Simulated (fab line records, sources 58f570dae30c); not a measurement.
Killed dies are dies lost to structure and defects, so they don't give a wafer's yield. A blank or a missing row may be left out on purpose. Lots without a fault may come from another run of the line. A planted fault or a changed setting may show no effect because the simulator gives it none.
Which tool did it? | flow berkeley_cmos170 | 14 lots, 42 wafers sampled, at 6 steps of a route of 331

WHAT THE GAUGES READ, wafer by wafer
UCB170_FIELD_THK_MEAS_91.
lot  | measured     | on            | FIELD_OXIDE_LEFT_2_THK (nm)
L293 | day 6 02:44  | film_metro-03 | 362 351 356
L297 | day 7 00:20  | film_metro-01 | 339 343 339
L294 | day 7 00:55  | film_metro-03 | 354 359 351
L298 | day 7 19:50  | film_metro-03 | 351 371 366
L300 | day 8 03:31  | film_metro-01 | 349 348 352
L302 | day 8 16:52  | film_metro-04 | 360 357 356
L304 | day 8 17:04  | film_metro-01 | 364 378 366
L303 | day 8 17:11  | film_metro-04 | 336 346 356
L305 | day 9 05:47  | film_metro-04 | 357 352 358
L307 | day 9 06:22  | film_metro-01 | 346 347 341
L310 | day 10 10:33 | film_metro-03 | 347 354 351
L309 | day 10 10:45 | film_metro-03 | 360 355 353
L311 | day 10 18:24 | film_metro-01 | 360 352 349
L314 | day 11 05:57 | film_metro-04 | 359 359 363

UCB170_PLDD_CD_MEAS_06: target cd 1200 nm.
lot  | measured     | on        | cd_nm (nm)
L293 | day 6 23:56  | cd_sem-01 | 1199.5 1199.5 1199.8
L297 | day 7 14:37  | cd_sem-02 | 1199.1 1199.8 1198.6
L294 | day 7 15:19  | cd_sem-02 | 1200.2 1198.8 1198.6
L298 | day 8 13:32  | cd_sem-01 | 1200.0 1202.2 1199.5
L300 | day 8 19:40  | cd_sem-02 | 1197.8 1199.5 1199.6
L302 | day 9 11:41  | cd_sem-02 | 1200.4 1199.2 1199.4
L304 | day 9 11:58  | cd_sem-01 | 1199.2 1199.2 1198.5
L303 | day 9 12:14  | cd_sem-02 | 1201.1 1201.2 1197.9
L305 | day 10 03:19 | cd_sem-02 | 1200.6 1200.7 1201.7
L307 | day 10 03:34 | cd_sem-02 | 1197.5 1198.0 1197.8
L310 | day 11 03:48 | cd_sem-01 | 1198.1 1198.8 1200.3
L309 | day 11 03:31 | cd_sem-02 | 1200.4 1200.5 1199.7
L311 | day 11 10:20 | cd_sem-02 | 1198.3 1198.4 1200.0
L314 | day 12 02:02 | cd_sem-01 | 1200.0 1199.1 1199.0

UCB170_PSD_TW_MEAS_10.
lot  | measured     | on            | PSD_TW
L293 | day 7 09:49  | film_metro-01 | 2322 2313 2315
L297 | day 8 01:56  | film_metro-01 | 2299 2287 2289
L294 | day 8 02:52  | film_metro-01 | 2299 2296 2303
L298 | day 8 22:54  | film_metro-01 | 2300 2303 2303
L300 | day 9 08:27  | film_metro-03 | 2314 2309 2308
L302 | day 9 22:28  | film_metro-03 | 2307 2311 2312
L304 | day 9 22:48  | film_metro-02 | 2318 2324 2322
L303 | day 9 23:10  | film_metro-01 | 2317 2320 2326
L305 | day 10 13:53 | film_metro-01 | 2328 2314 2325
L307 | day 10 14:02 | film_metro-01 | 2318 2311 2311
L310 | day 11 15:35 | film_metro-01 | 2310 2311 2315
L309 | day 11 15:29 | film_metro-03 | 2324 2319 2321
L311 | day 11 22:10 | film_metro-01 | 2338 2356 2340 2347 2362 2344
L314 | day 12 12:56 | film_metro-03 | 2311 2292 2293

WHICH TOOL RAN EACH LOT (tool, then ch and the chambers of the sampled wafers, then the start)
lot  | UCB170_NVT_STRIP_08                  | UCB170_PSD_IMPLANT_08           | UCB170_PSD_STRIP_09
L293 | plasma_asher-04 ch 0,1, day 6 00:59  | implanter-04 ch 0, day 7 09:35  | plasma_asher-03 ch 0,1, day 7 09:43
L297 | plasma_asher-03 ch 0,1, day 6 21:58  | implanter-03 ch 0, day 8 01:42  | plasma_asher-01 ch 0,1, day 8 01:50
L294 | plasma_asher-01 ch 0,1, day 6 22:19  | implanter-03 ch 0, day 8 02:37  | plasma_asher-03 ch 0,1, day 8 02:46
L298 | plasma_asher-01 ch 0,1, day 7 16:51  | implanter-03 ch 0, day 8 22:39  | plasma_asher-03 ch 0,1, day 8 22:48
L300 | plasma_asher-03 ch 0,1, day 8 00:21  | implanter-03 ch 0, day 9 08:12  | plasma_asher-02 ch 0,1, day 9 08:21
L302 | plasma_asher-01 ch 0, day 8 14:29    | implanter-04 ch 0, day 9 22:13  | plasma_asher-03 ch 0,1, day 9 22:22
L304 | plasma_asher-04 ch 0,1, day 8 14:37  | implanter-01 ch 0, day 9 22:33  | plasma_asher-01 ch 0,1, day 9 22:42
L303 | plasma_asher-03 ch 1, day 8 14:47    | implanter-04 ch 0, day 9 22:55  | plasma_asher-03 ch 0,1, day 9 23:03
L305 | plasma_asher-01 ch 0,1, day 9 03:46  | implanter-03 ch 0, day 10 13:38 | plasma_asher-02 ch 1, day 10 13:47
L307 | plasma_asher-01 ch 0,1, day 9 04:02  | implanter-01 ch 0, day 10 13:47 | plasma_asher-03 ch 0,1, day 10 13:56
L310 | plasma_asher-01 ch 0,1, day 10 08:09 | implanter-03 ch 0, day 11 15:22 | plasma_asher-02 ch 0,1, day 11 15:30
L309 | plasma_asher-03 ch 0,1, day 10 08:21 | implanter-01 ch 0, day 11 15:14 | plasma_asher-03 ch 0,1, day 11 15:23
L311 | plasma_asher-01 ch 1, day 10 16:26   | implanter-01 ch 0, day 11 21:56 | plasma_asher-02 ch 0,1, day 11 22:04
L314 | plasma_asher-01 ch 0,1, day 11 04:04 | implanter-03 ch 0, day 12 12:43 | plasma_asher-02 ch 0,1, day 12 12:50
- UCB170_NVT_STRIP_08: strips in O2.
- UCB170_PSD_IMPLANT_08
- UCB170_PSD_STRIP_09: strips in O2.

WHAT THE TOOLS THEMSELVES READ (means of the sampled wafers that have a number; where no wafer has one, the mark that the record gives instead)
UCB170_NVT_STRIP_08.
lot  | tool            | drypump_motor_current_A (A) | oes_product_au (a.u.) | strip_time_to_endpoint_s (s)
L293 | plasma_asher-04 | 5.92                        | 0.733                 | 21.68
L297 | plasma_asher-03 | 5.58                        | 0.734                 | 21.65
L294 | plasma_asher-01 | 5.78                        | 0.732                 | 21.67
L298 | plasma_asher-01 | 5.78                        | 0.736                 | 21.60
L300 | plasma_asher-03 | 5.59                        | 0.733                 | 21.70
L302 | plasma_asher-01 | 6.02                        | 0.736                 | 21.63
L304 | plasma_asher-04 | 5.79                        | 0.733                 | 21.75
L303 | plasma_asher-03 | 5.55                        | 0.734                 | 21.63
L305 | plasma_asher-01 | 5.53                        | 0.731                 | 21.69
L307 | plasma_asher-01 | 5.78                        | 0.737                 | 21.63
L310 | plasma_asher-01 | 5.55                        | 0.733                 | 21.64
L309 | plasma_asher-03 | 5.61                        | 0.739                 | 21.65
L311 | plasma_asher-01 | 5.29                        | 0.733                 | 21.70
L314 | plasma_asher-01 | 5.52                        | 0.735                 | 21.64

UCB170_PSD_IMPLANT_08.
lot  | tool         | beam_energy_keV | end_station_pressure_torr (Torr)
L293 | implanter-04 | 20.011          | 1.24e-05
L297 | implanter-03 | 19.994          | 1.25e-05
L294 | implanter-03 | 20.000          | 1.22e-05
L298 | implanter-03 | 20.002          | 1.24e-05
L300 | implanter-03 | 20.000          | 1.29e-05
L302 | implanter-04 | 19.996          | 1.21e-05
L304 | implanter-01 | 19.992          | 1.18e-05
L303 | implanter-04 | 20.008          | 1.27e-05
L305 | implanter-03 | 19.997          | 1.23e-05
L307 | implanter-01 | 19.999          | 1.27e-05
L310 | implanter-03 | 20.006          | 1.18e-05
L309 | implanter-01 | 21.224          | 1.19e-05
L311 | implanter-01 | 21.214          | 1.30e-05
L314 | implanter-03 | 19.998          | 1.25e-05

UCB170_PSD_STRIP_09.
lot  | tool            | drypump_motor_current_A (A) | oes_product_au (a.u.) | strip_time_to_endpoint_s (s)
L293 | plasma_asher-03 | 5.6                         | 0.604                 | 29.25
L297 | plasma_asher-01 | 5.8                         | 0.601                 | 29.16
L294 | plasma_asher-03 | 5.6                         | 0.600                 | 29.12
L298 | plasma_asher-03 | 5.6                         | 0.604                 | 29.21
L300 | plasma_asher-02 | 5.9                         | 0.604                 | 29.21
L302 | plasma_asher-03 | 5.6                         | 0.600                 | 29.12
L304 | plasma_asher-01 | 5.5                         | 0.606                 | 29.27
L303 | plasma_asher-03 | 5.6                         | 0.599                 | 29.15
L305 | plasma_asher-02 | 5.7                         | 0.598                 | 29.23
L307 | plasma_asher-03 | 5.6                         | 0.597                 | 29.15
L310 | plasma_asher-02 | 5.9                         | 0.599                 | 29.22
L309 | plasma_asher-03 | 5.6                         | 0.599                 | 29.66
L311 | plasma_asher-02 | 5.9                         | 0.601                 | 29.73
L314 | plasma_asher-02 | 5.9                         | 0.602                 | 29.13

THE ANSWER, worked out from the rows above alone
Rule: what is usual is taken from the lots themselves. Put in order of their means at a reading, lots are off if they are a third of the lots or fewer, leave a main group of 4 or more, and stand apart from it by a gap of 3 or more times the standard deviation of the main group's means; of several such gaps the widest counts. A main group whose means are all the same, to the digits that the tables above print for the reading, isn't used. A lot without any number at a reading at which 4 lots or more have one is off too. The other lots that the step has rows for count as sound. The gauges are gone through in route order, then the tools' own readings, and for those a lot's mean is taken as printed above. The first step at which some lot is off is used, and at that step the reading that is off furthest; a lot without a number counts as furthest.
Off: L309, L311, at UCB170_PSD_IMPLANT_08 (beam_energy_keV). The main group: mean 20.000, standard deviation 0.0054.
A tool fits if, at that step or a process step before it, it ran every lot that is off, and no sound lot after the first of them. One fits: implanter-01 at UCB170_PSD_IMPLANT_08. Its last sound lot is L307 (day 10 13:47), its first lot that is off L309 (day 11 15:14): a fault that began between those two fits.
The tool's own readings at UCB170_PSD_IMPLANT_08 bear it out: on the lots that are off they differ by more than 5 times the standard deviation of the sound lots' means. beam_energy_keV reads 21.219 there against 20.000 on the sound lots.

WHAT THE SIMULATOR HAD PUT IN
Process parameter drift: implanter-01, from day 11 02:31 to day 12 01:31, at UCB170_PSD_IMPLANT_08. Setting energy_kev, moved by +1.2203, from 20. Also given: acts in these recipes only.
Lots struck among those shown: L309, L311. The rule above found the same.
